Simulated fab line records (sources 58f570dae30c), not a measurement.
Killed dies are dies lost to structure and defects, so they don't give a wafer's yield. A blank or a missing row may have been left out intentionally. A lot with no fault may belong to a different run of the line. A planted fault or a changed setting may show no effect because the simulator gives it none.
2 desks looking at one fault -- flow berkeley-cmos170 -- only its own numbers are on each desk; what lay behind them is given at the end

## DESK OF THE TOOL OWNER: implanter-04
For each lot that ran on this tool, the mean over its sampled wafers that have a number, from the tool's own readings at UCB170_PWELL_IMPLANT_15. Marked OUT: a lot whose mean sits more than 4 standard deviations from the usual mean, which makes it out of limits; the brackets give that distance.
Columns: A = beam-energy-keV at UCB170_PWELL_IMPLANT_15, usual 59.997
lot,first seen here,A
L589,day 3 02:44,59.988
L591,day 3 09:07,59.993
L596,day 4 18:23,60.014
L598,day 5 05:31,78.010 (+99 or more) OUT
L601,day 5 10:04,77.994 (+99 or more) OUT
L600,day 5 10:52,78.011 (+99 or more) OUT
This desk finds L598, L600, L601 out of limits, L598 being first, at day 5 05:31 (beam-energy-keV at UCB170_PWELL_IMPLANT_15). L589, L591, L596: within limits.

## AT THE METROLOGY DESK
Means of the sampled wafers that have a number, per lot and without regard to the tool the lot ran on: this is what the gauges read. Marked OUT: a lot whose mean sits more than 4 standard deviations from the usual mean, which makes it out of limits; the brackets give that distance.
Columns: A = NWELL_OXIDE_THK at UCB170_NWELL_THK_MEAS_02, usual 26.4 nm; B = cd-nm at UCB170_V1_CD_MEAS_12, usual 700.1 nm
lot,first seen here,A,B
L589,day 1 22:25,26.4,698.1
L591,day 2 06:38,27.2,699.0
L590,day 2 06:38,26.6,700.5
L595,day 3 11:18,25.9,700.5
L596,day 3 19:22,25.7,701.1
L598,day 4 03:34,26.4,700.2
L600,day 4 06:17,26.0,699.5
L601,day 4 11:01,25.9,700.4
L603,day 4 19:26,26.1,701.3
L604,day 5 02:10,26.3,699.7
L605,day 5 08:37,27.2,701.4
L607,day 5 17:57,26.5,701.7
L611,day 6 13:33,26.7,700.1
L612,day 6 13:33,26.6,699.5
L610,day 6 13:34,27.5,698.9
This desk's finding: nothing out of limits on any of the 15 lots.

## BROUGHT TOGETHER
An alarm could have come from the tool owner's desk at day 5 05:31, on L598, L600, L601.
At the metrology desk, nothing out of limits was observed.
The metrology desk holds a record of L598, L600, L601, inside its limits.
UCB170_PWELL_IMPLANT_15 was run on implanter-04 by each of the lots named.

## WHAT THE SIMULATOR HAD INSERTED
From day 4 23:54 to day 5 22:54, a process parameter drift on implanter-04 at UCB170_PWELL_IMPLANT_15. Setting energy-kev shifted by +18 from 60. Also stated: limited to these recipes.
Struck lots among those shown: L598, L600, L601.
Hours from the fault's start to each desk's first reading out of limits: the tool owner's desk, 6.
